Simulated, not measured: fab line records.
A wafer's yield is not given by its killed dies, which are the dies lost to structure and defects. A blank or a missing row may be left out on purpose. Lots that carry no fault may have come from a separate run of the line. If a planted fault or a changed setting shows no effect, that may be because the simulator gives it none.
Which tool was responsible?    flow berkeleyCmos170    7 lots, 20 wafers sampled, at 2 steps of a route of 331

## WHAT THE GAUGES READ, wafer by wafer
UCB170_V2_OVL_MEAS_13.
lot   measured      on          V2_OVL (nm)
L310  day 9 21:10   overlay-01  -8 1
L312  day 9 20:46   overlay-01  -5 0 -11
L320  day 11 02:13  overlay-02  -12 -2 0
L323  day 12 13:08  overlay-01  0 3 6
L325  day 12 12:44  overlay-02  -6 0 -7
L330  day 13 10:08  overlay-02  -12 -13 -8
L328  day 13 10:36  overlay-02  4 -2 -6

## WHAT TOOL EACH LOT RAN ON (gives the tool, then ch and the chambers of the sampled wafers, and finally the start)
lot   UCB170_GATE_ETCH_15
L310  rieSi-02 ch 2,3, day 8 02:33
L312  rieSi-01 ch 1,2,3, day 8 03:02
L320  rieSi-02 ch 1,2, day 9 08:36
L323  rieSi-02 ch 1,2, day 10 20:58
L325  rieSi-02 ch 1,2, day 10 21:26
L330  rieSi-01 ch 1,2, day 11 22:16
L328  rieSi-01 ch 0,1, day 11 22:59
- UCB170_GATE_ETCH_15: etches poly-Si in HBr/Cl2, stops on SiO2, time 56.3 s, target depth 278.2 nm.

## THE ANSWER, worked out from the rows above alone
Rule: usual is defined by the lots themselves. Put in order of their means at a reading, lots are off if they are a third of the lots or fewer, leave a main group of 4 or more, and stand apart from it by a gap of 3 or more times the standard deviation of the main group's means; of several such gaps the widest counts. If all means in a main group match to the digits the tables above print for the reading, that group is not used. A lot without any number at a reading at which 4 lots or more have one is off too. Any other lot the step has rows for is counted as sound.
Nothing can be told from this: no lot is off at any reading shown.

## WHAT THE SIMULATOR HAD PUT IN
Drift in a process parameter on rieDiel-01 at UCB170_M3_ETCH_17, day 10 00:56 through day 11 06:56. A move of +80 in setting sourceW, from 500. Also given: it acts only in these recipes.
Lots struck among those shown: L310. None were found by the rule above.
